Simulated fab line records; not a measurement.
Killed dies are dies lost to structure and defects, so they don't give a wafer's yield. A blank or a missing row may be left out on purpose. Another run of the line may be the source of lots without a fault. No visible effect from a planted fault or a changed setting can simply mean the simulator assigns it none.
Check for tools in common / flow berkeley cmos170 / 14 lots and 42 wafers in the sample

## WHY IT WAS OPENED
Of 14 lots, 3 have the reading V2_POLISHED_THK flagged at UCB170_V2_THK_MEAS_04. Wafers without a fault read 999.9 nm, standard deviation 1.2.
Rule: a lot is flagged in two cases, either no wafer of it has a number, or all its wafers with numbers fall more than 4 standard deviations from that mean. The rest of the lots are taken to be sound.

lot=L239; measured=day 7 12:50; on=film metro-04; V2_POLISHED_THK (nm), wafer by wafer=999.4 999.1 998.2; flag=
lot=L238; measured=day 7 13:02; on=film metro-02; V2_POLISHED_THK (nm), wafer by wafer=999.8 1001.5 1000.0; flag=
lot=L240; measured=day 7 17:16; on=film metro-02; V2_POLISHED_THK (nm), wafer by wafer=1000.6 999.4 999.1; flag=
lot=L241; measured=day 8 01:49; on=film metro-03; V2_POLISHED_THK (nm), wafer by wafer=998.4 999.8 1000.5; flag=
lot=L242; measured=day 8 14:59; on=film metro-02; V2_POLISHED_THK (nm), wafer by wafer=1000.0 999.1 999.4; flag=
lot=L243; measured=day 8 15:16; on=film metro-03; V2_POLISHED_THK (nm), wafer by wafer=999.7 999.3 999.6; flag=
lot=L245; measured=day 8 23:20; on=film metro-02; V2_POLISHED_THK (nm), wafer by wafer=998.3 999.3 997.6; flag=
lot=L247; measured=day 10 03:40; on=film metro-04; V2_POLISHED_THK (nm), wafer by wafer=1346.7 1361.8 1361.5; flag=FLAGGED
lot=L249; measured=day 10 03:59; on=film metro-04; V2_POLISHED_THK (nm), wafer by wafer=1326.0 1346.7 1333.9; flag=FLAGGED
lot=L251; measured=day 10 07:22; on=film metro-04; V2_POLISHED_THK (nm), wafer by wafer=1352.5 1357.0 1359.7; flag=FLAGGED
lot=L250; measured=day 10 07:40; on=film metro-03; V2_POLISHED_THK (nm), wafer by wafer=1001.8 1000.0 1001.0; flag=
lot=L255; measured=day 10 23:09; on=film metro-02; V2_POLISHED_THK (nm), wafer by wafer=1002.0 1000.6 1000.7; flag=
lot=L258; measured=day 11 21:49; on=film metro-03; V2_POLISHED_THK (nm), wafer by wafer=1001.1 1000.9 1001.1; flag=
lot=L261; measured=day 12 06:48; on=film metro-03; V2_POLISHED_THK (nm), wafer by wafer=1002.3 1000.4 999.4; flag=
On average the flagged lots read 1349.5 nm, which is +349.6 nm against the usual, or +99 or more standard deviations.

## EACH LOT AND THE TOOL IT RAN ON
The record keeps 1 process step preceding the reading, out of 331 steps on the route. Each cell gives the tool, then ch followed by the chambers the sampled wafers passed through, then the start.
lot=L239; flag=; UCB170_V2_CMP_02=cmp-01 ch 0,1,2, day 7 12:29
lot=L238; flag=; UCB170_V2_CMP_02=cmp-02 ch 1,3, day 7 12:37
lot=L240; flag=; UCB170_V2_CMP_02=cmp-01 ch 1,2,3, day 7 16:50
lot=L241; flag=; UCB170_V2_CMP_02=cmp-01 ch 0,1, day 8 01:24
lot=L242; flag=; UCB170_V2_CMP_02=cmp-01 ch 1,2,3, day 8 14:34
lot=L243; flag=; UCB170_V2_CMP_02=cmp-02 ch 0,1, day 8 14:53
lot=L245; flag=; UCB170_V2_CMP_02=cmp-01 ch 0,2,3, day 8 22:54
lot=L247; flag=FLAGGED; UCB170_V2_CMP_02=cmp-02 ch 1,3, day 10 03:14
lot=L249; flag=FLAGGED; UCB170_V2_CMP_02=cmp-02 ch 0,1,2, day 10 03:35
lot=L251; flag=FLAGGED; UCB170_V2_CMP_02=cmp-02 ch 2,3, day 10 06:56
lot=L250; flag=; UCB170_V2_CMP_02=cmp-01 ch 0,1, day 10 07:14
lot=L255; flag=; UCB170_V2_CMP_02=cmp-01 ch 0,1, day 10 22:47
lot=L258; flag=; UCB170_V2_CMP_02=cmp-01 ch 0,2, day 11 21:23
lot=L261; flag=; UCB170_V2_CMP_02=cmp-01 ch 2,3, day 12 06:22
What the steps here do:
- UCB170_V2_CMP_02: polishes SiO2.
- UCB170_V2_THK_MEAS_04

## FLAGGED AGAINST TOTAL, ONE TOOL AT A TIME (gauges that did the reading follow at the end)
step=UCB170_V2_CMP_02; tool=cmp-01; lots run=9; flagged=0; share of the flagged lots=none; sound lots run after its first flagged lot=-
step=UCB170_V2_CMP_02; tool=cmp-02; lots run=5; flagged=3; share of the flagged lots=all; sound lots run after its first flagged lot=0
step=UCB170_V2_THK_MEAS_04; tool=film metro-02; lots run=5; flagged=0; share of the flagged lots=none; sound lots run after its first flagged lot=-
step=UCB170_V2_THK_MEAS_04; tool=film metro-03; lots run=5; flagged=0; share of the flagged lots=none; sound lots run after its first flagged lot=-
step=UCB170_V2_THK_MEAS_04; tool=film metro-04; lots run=4; flagged=3; share of the flagged lots=all; sound lots run after its first flagged lot=0

## WHAT IS ALLOWED BY THE TABLE
Every flagged lot went through 2 rows of the table: cmp-02 at UCB170_V2_CMP_02 and film metro-04 at UCB170_V2_THK_MEAS_04.
- cmp-02 at UCB170_V2_CMP_02: 3 of its 5 lots flagged. A fault beginning between L243 (day 8 14:53), its last sound lot, and L247 (day 10 03:14), its first flagged one, fits the data.
- film metro-04 at UCB170_V2_THK_MEAS_04: 3 of its 4 lots flagged. A fault beginning between L239 (day 7 12:50), its last sound lot, and L247 (day 10 03:40), its first flagged one, fits the data.
A lot count leaves these 2 tools indistinguishable: every one of them fits a fault beginning at some hour. More lots, or a look at what each step does to the wafer, might.

## WHAT THE SIMULATOR HAD INSERTED
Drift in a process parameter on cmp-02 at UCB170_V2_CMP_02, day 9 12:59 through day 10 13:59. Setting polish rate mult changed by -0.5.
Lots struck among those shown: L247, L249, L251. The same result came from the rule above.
